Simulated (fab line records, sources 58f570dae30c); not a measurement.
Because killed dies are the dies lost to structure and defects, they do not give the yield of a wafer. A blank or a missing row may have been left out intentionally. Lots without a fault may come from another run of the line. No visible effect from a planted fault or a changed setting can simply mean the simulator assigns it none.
Chamber matching    flow berkeley-cmos170    4 sister chambers for UCB170_SPACER_ETCHBACK_03 on rie-diel-01
The step etches SiO2 in CHF3/CF4/Ar, stops on Si, target depth 376 nm, time 100 s. 8 wafers are shown with their chamber, then 8 later ones without.

== WAFERS PAIRED WITH THEIR CHAMBERS ==
wafer   chamber  drypump-motor-current-A (A)  throttle-valve-pct (%)
L311.3  0        4.7                          6.52
L318.2  2        6.0                          6.47
L318.3  1        5.7                          6.45
L318.6  3        5.5                          6.45
L322.1  2        5.9                          6.45
L322.3  1        5.6                          6.47
L322.6  3        5.5                          6.45
L321.1  0        4.7                          6.51

== WAFERS WITHOUT THEIR CHAMBER ==
wafer   drypump-motor-current-A (A)  throttle-valve-pct (%)
L321.2  6.0                          6.46
L321.5  5.5                          6.45
L324.1  6.0                          6.46
L324.2  5.7                          6.45
L324.6  4.7                          6.51
L326.2  5.7                          6.47
L326.3  4.7                          6.50
L326.6  4.7                          6.50

== CHAMBER TAKEN BY EACH ==
wafer   from the rows above  in truth
L321.2  2                    2
L321.5  3                    3
L324.1  2                    2
L324.2  1                    1
L324.6  0                    0
L326.2  1                    1
L326.3  0                    0
L326.6  0                    0
Placed correctly: 8 of 8. Left unplaced by these rows: 0. Number placed wrongly: 0.
How it was worked out, from the rows above alone: a wafer's distance from a chamber is the root of the sum, over the readings, of the square of ((its reading less the chamber's mean) divided by the reading's scatter). If the next closest chamber is less than 2 further off than the closest, the wafer can't be placed; otherwise it belongs to the closest. For every chamber, the mean is computed from those of its wafers that are shown. How the scatter is found: for the shown wafers, subtract from each reading the mean of its chamber, square and add these, divide the total by (wafers less chambers), then take the root.
